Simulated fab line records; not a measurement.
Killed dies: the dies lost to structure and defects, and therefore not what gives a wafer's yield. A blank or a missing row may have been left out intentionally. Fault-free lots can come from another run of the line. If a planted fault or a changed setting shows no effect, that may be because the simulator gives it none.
Which tool did it? | flow berkeleyCmos170 | 6 lots, 18 wafers sampled, at 2 steps of a route of 331

WHAT THE GAUGES SHOWED, per wafer
UCB170_NLDD_CD_MEAS_06 targets a cd of 1200 nm.
lot  | measured    | on       | cdNm (nm)
L407 | day 7 02:31 | cdSem-02 | 1197.0 1198.2 1198.9
L410 | day 7 05:14 | cdSem-01 | 1199.9 1199.6 1200.8
L414 | day 8 03:31 | cdSem-02 | 1198.2 1199.1 1197.9
L417 | day 9 08:11 | cdSem-01 | 1199.3 1198.8 1198.0
L418 | day 9 07:55 | cdSem-02 | 1199.8 1198.7 1200.1
L422 | day 9 21:48 | cdSem-01 | 1199.5 1199.5 1200.0

WHICH TOOL RAN EACH LOT (tool, then ch and the chambers of the sampled wafers, then the start)
lot  | UCB170_NWELL_STRIP_15
L407 | plasmaAsher-02 ch 0,1, day 2 19:42
L410 | plasmaAsher-02 ch 0,1, day 3 09:00
L414 | plasmaAsher-04 ch 0,1, day 4 12:40
L417 | plasmaAsher-01 ch 0,1, day 4 15:54
L418 | plasmaAsher-02 ch 1, day 5 02:25
L422 | plasmaAsher-04 ch 0,1, day 5 19:20
- UCB170_NWELL_STRIP_15: strips in O2.

THE ANSWER, worked out from the rows above alone
Rule: what is usual is taken from the lots themselves. The widest of any qualifying gaps counts: lots, ordered by their means at a reading, are off when they make up no more than a third of the lots, leave a main group of 4 or more, and stand apart from it by 3 or more times the standard deviation of that group's means. The tables above print the reading to a certain number of digits; a main group whose means all agree to those digits is not used. Also off: a lot with no number at a reading for which 4 or more lots have one. Any other lot the step has rows for is counted as sound.
None of the lots is off at any reading shown; this tells nothing.

WHAT THE SIMULATOR HAD PUT IN
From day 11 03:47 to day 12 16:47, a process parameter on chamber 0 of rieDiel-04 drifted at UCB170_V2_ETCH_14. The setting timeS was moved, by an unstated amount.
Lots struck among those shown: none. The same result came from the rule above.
